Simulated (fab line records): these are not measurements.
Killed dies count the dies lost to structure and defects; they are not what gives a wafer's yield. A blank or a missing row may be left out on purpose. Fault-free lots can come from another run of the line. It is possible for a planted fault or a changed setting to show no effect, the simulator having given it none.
The same fault as seen by 2 desks    flow berkeleyCmos170    each desk holds nothing but its own numbers, with what lay behind them at the end

## AT THE METROLOGY DESK
Lot by lot, what the gauges showed, no matter which tool ran the lot: averages of those sampled wafers that carry a number. If a lot's mean is further than 4 standard deviations from the usual mean, the lot is out of limits and carries the mark OUT (the distance appears in the brackets).
Columns: A = cdNm at UCB170_M3_CD_MEAS_90, usual 701 nm
lot   first seen here  A
L442  day 8 08:44      701
L441  day 8 09:44      705
L440  day 8 11:50      703
L443  day 8 16:48      703
L444  day 8 17:07      701
L445  day 9 11:08      705
L446  day 9 11:40      699
L447  day 9 17:47      703
L450  day 10 13:31     721 (+6.8) OUT
L452  day 10 18:51     715 (+4.6) OUT
L455  day 11 17:10     709
L456  day 11 17:17     702
L460  day 12 10:49     700
L459  day 12 11:35     697
L462  day 12 20:29     700
Finding of this desk: L450, L452 out of limits; the first was L450 at day 10 13:31, on cdNm at UCB170_M3_CD_MEAS_90. In limits: L442, L441, L440, L443, L444, L445, L446, L447, L455, L456, L460, L459, L462.

## FOR THE TOOL OWNER'S DESK: rieMetal-01
The tool's own readings at UCB170_M3_METAL_ETCH_18 (etches Al in Cl2/BCl3, stops on SiO2, target depth 1170 nm, time 195 s): means of the sampled wafers that have a number, for each lot that ran on this tool. If a lot's mean is further than 4 standard deviations from the usual mean, the lot is out of limits and carries the mark OUT (the distance appears in the brackets).
Columns: A = drypumpMotorCurrentA at UCB170_M3_METAL_ETCH_18, usual 5.8 A; B = oesProductAu at UCB170_M3_METAL_ETCH_18, usual 0.854 a.u.; C = throttleValvePct at UCB170_M3_METAL_ETCH_18, usual 24.35 %
lot   first seen here  A    B                 C
L441  day 8 09:26      5.1  0.863             23.98
L443  day 8 16:31      6.1  0.849             24.43
L446  day 9 11:23      6.2  0.858             24.44
L447  day 9 17:30      6.2  0.849             24.44
L450  day 10 13:14     6.7  0.758 (-6.9) OUT  24.70
L452  day 10 18:34     6.2  0.795 (-4.2) OUT  24.46
L455  day 11 16:52     5.6  0.827             24.23
Finding of this desk: L450, L452 out of limits; the first was L450 at day 10 13:14, on oesProductAu at UCB170_M3_METAL_ETCH_18. In limits: L441, L443, L446, L447, L455.

## PUT TOGETHER
At day 10 13:14, on L450, L452, the tool owner's desk was in a position to raise an alarm.
L450, L452 would have let the metrology desk raise an alarm at day 10 13:31.
Of the lots named, all ran UCB170_M3_METAL_ETCH_18 on rieMetal-01.

## WHAT HAD BEEN PUT IN BY THE SIMULATOR
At UCB170_M3_METAL_ETCH_18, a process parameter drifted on rieMetal-01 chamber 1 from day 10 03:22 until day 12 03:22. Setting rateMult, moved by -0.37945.
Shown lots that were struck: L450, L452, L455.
Time in hours from fault onset to the first out-of-limits reading at each desk: tool owner's desk 10, metrology desk 10.
